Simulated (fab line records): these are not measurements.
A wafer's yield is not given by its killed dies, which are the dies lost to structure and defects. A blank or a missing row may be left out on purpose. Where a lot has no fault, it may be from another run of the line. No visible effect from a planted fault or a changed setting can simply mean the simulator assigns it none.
Which tool is to blame? | flow rit-cmos | 42 wafers from 14 lots sampled at 4 of the route's 202 steps

WHAT EACH GAUGE READ, for each wafer
RIT_SDANNEAL_RS_MEAS_04: a four-point-probe measurement.
lot  | measured    | on            | PSD_RS (ohm/sq)
L625 | day 3 01:43 | film-metro-04 | 115.5 116.3 116.0
L626 | day 3 07:53 | film-metro-02 | 115.7 116.0 115.8
L627 | day 3 12:00 | film-metro-02 | 115.4 115.5 115.3
L628 | day 3 16:05 | film-metro-04 | 115.7 115.7 115.8
L629 | day 3 22:49 | film-metro-02 | 115.9 116.1 116.1
L630 | day 4 07:21 | film-metro-03 | 115.7 115.7 115.8
L632 | day 4 14:32 | film-metro-03 | 115.8 115.8 115.4
L633 | day 4 22:41 | film-metro-03 | 116.1 115.7 115.5
L638 | day 5 20:20 | film-metro-03 | 115.1 114.7 115.1
L639 | day 6 05:01 | film-metro-02 | 116.1 116.3 116.3
L643 | day 6 23:17 | film-metro-03 | 115.5 116.0 116.0
L645 | day 7 10:53 | film-metro-04 | 116.0 116.6 116.3
L647 | day 7 20:07 | film-metro-02 | 115.9 115.9 116.0
L648 | day 8 01:50 | film-metro-03 | 116.2 116.1 115.9

RIT_CONTACT_OVL_MEAS_09.
lot  | measured    | on         | CONTACT_OVL (nm)
L625 | day 3 04:04 | overlay-02 | 1.3 -1.4 0.1
L626 | day 3 10:09 | overlay-02 | -3.7 -4.6 -4.0
L627 | day 3 14:12 | overlay-01 | 1.4 1.2 2.6
L628 | day 3 18:20 | overlay-02 | -3.7 -3.2 -2.6
L629 | day 4 01:13 | overlay-02 | 3.2 0.3 -0.1
L630 | day 4 09:48 | overlay-02 | -0.8 -2.0 -1.1
L632 | day 4 16:46 | overlay-02 | -1.0 -2.8 -2.6
L633 | day 5 00:53 | overlay-01 | -3.2 -0.8 -1.6
L638 | day 5 22:31 | overlay-02 | -2.3 -0.9 -1.0
L639 | day 6 07:21 | overlay-01 | 1.2 1.5 -0.6
L643 | day 7 01:40 | overlay-01 | 0.9 0.3 -1.8
L645 | day 7 13:13 | overlay-02 | -1.6 -1.0 -0.8
L647 | day 7 22:19 | overlay-02 | 0.7 1.0 1.5
L648 | day 8 04:10 | overlay-02 | -1.8 1.0 -1.1

EACH LOT AND THE TOOL THAT RAN IT (in order: tool; ch and the chambers of the sampled wafers; start)
lot  | RIT_PLDD_STRIP_09                   | RIT_PSD_STRIP_09
L625 | plasma-asher-01 ch 0,1, day 2 19:20 | plasma-asher-03 ch 0,1, day 3 00:50
L626 | plasma-asher-01 ch 0,1, day 3 01:44 | plasma-asher-01 ch 0,1, day 3 07:12
L627 | plasma-asher-03 ch 0,1, day 3 05:31 | plasma-asher-01 ch 0,1, day 3 11:16
L628 | plasma-asher-01 ch 0,1, day 3 09:53 | plasma-asher-03 ch 0,1, day 3 15:23
L629 | plasma-asher-03 ch 0,1, day 3 16:19 | plasma-asher-02 ch 0,1, day 3 22:10
L630 | plasma-asher-03 ch 0,1, day 4 01:08 | plasma-asher-01 ch 0,1, day 4 06:38
L632 | plasma-asher-01 ch 0,1, day 4 08:07 | plasma-asher-03 ch 0,1, day 4 13:46
L633 | plasma-asher-03 ch 0,1, day 4 15:35 | plasma-asher-03 ch 0,1, day 4 22:02
L638 | plasma-asher-01 ch 0,1, day 5 12:43 | plasma-asher-01 ch 0,1, day 5 19:40
L639 | plasma-asher-03 ch 0,1, day 5 22:44 | plasma-asher-01 ch 0,1, day 6 04:19
L643 | plasma-asher-01 ch 0,1, day 6 15:52 | plasma-asher-02 ch 0,1, day 6 22:35
L645 | plasma-asher-03 ch 0,1, day 7 04:43 | plasma-asher-03 ch 0,1, day 7 10:14
L647 | plasma-asher-03 ch 0,1, day 7 13:46 | plasma-asher-02 ch 0,1, day 7 19:28
L648 | plasma-asher-03 ch 0,1, day 7 19:18 | plasma-asher-03 ch 0,1, day 8 01:11
- RIT_PLDD_STRIP_09: strips in O2, time 180 s.
- RIT_PSD_STRIP_09: strips in O2, time 180 s.

AS READ BY THE TOOLS THEMSELVES (means over the sampled wafers that have a number; for cases with no such wafer, the mark the record gives instead)
RIT_PLDD_STRIP_09.
lot  | tool            | drypump-motor-current-A (A)
L625 | plasma-asher-01 | 6.2
L626 | plasma-asher-01 | 6.2
L627 | plasma-asher-03 | 5.6
L628 | plasma-asher-01 | 6.0
L629 | plasma-asher-03 | 5.7
L630 | plasma-asher-03 | 5.6
L632 | plasma-asher-01 | 6.1
L633 | plasma-asher-03 | 6.0
L638 | plasma-asher-01 | 6.1
L639 | plasma-asher-03 | 5.7
L643 | plasma-asher-01 | 6.1
L645 | plasma-asher-03 | 6.0
L647 | plasma-asher-03 | 5.7
L648 | plasma-asher-03 | 5.6

RIT_PSD_STRIP_09.
lot  | tool            | drypump-motor-current-A (A)
L625 | plasma-asher-03 | 6.0
L626 | plasma-asher-01 | 6.0
L627 | plasma-asher-01 | 5.9
L628 | plasma-asher-03 | 6.0
L629 | plasma-asher-02 | 6.3
L630 | plasma-asher-01 | 6.1
L632 | plasma-asher-03 | 5.7
L633 | plasma-asher-03 | 6.0
L638 | plasma-asher-01 | 6.0
L639 | plasma-asher-01 | 6.1
L643 | plasma-asher-02 | 6.0
L645 | plasma-asher-03 | 5.7
L647 | plasma-asher-02 | 6.0
L648 | plasma-asher-03 | 5.7

THE ANSWER, worked out from the rows above alone
Rule: the usual values come from the lots themselves. Put in order of their means at a reading, lots are off if they are a third of the lots or fewer, leave a main group of 4 or more, and stand apart from it by a gap of 3 or more times the standard deviation of the main group's means; of several such gaps the widest counts. A main group whose means are all the same, to the digits that the tables above print for the reading, isn't used. Also off: a lot with no number at a reading for which 4 or more lots have one. The other lots that the step has rows for count as sound. Order of review: gauges by route order, followed by the tools' own readings, for which a lot's mean as printed above is used. The first step at which some lot is off is used, and at that step the reading that is off furthest; a lot without a number counts as furthest.
No lot is off on any of the readings shown, so nothing can be concluded from this.

WHAT WAS PUT IN BY THE SIMULATOR
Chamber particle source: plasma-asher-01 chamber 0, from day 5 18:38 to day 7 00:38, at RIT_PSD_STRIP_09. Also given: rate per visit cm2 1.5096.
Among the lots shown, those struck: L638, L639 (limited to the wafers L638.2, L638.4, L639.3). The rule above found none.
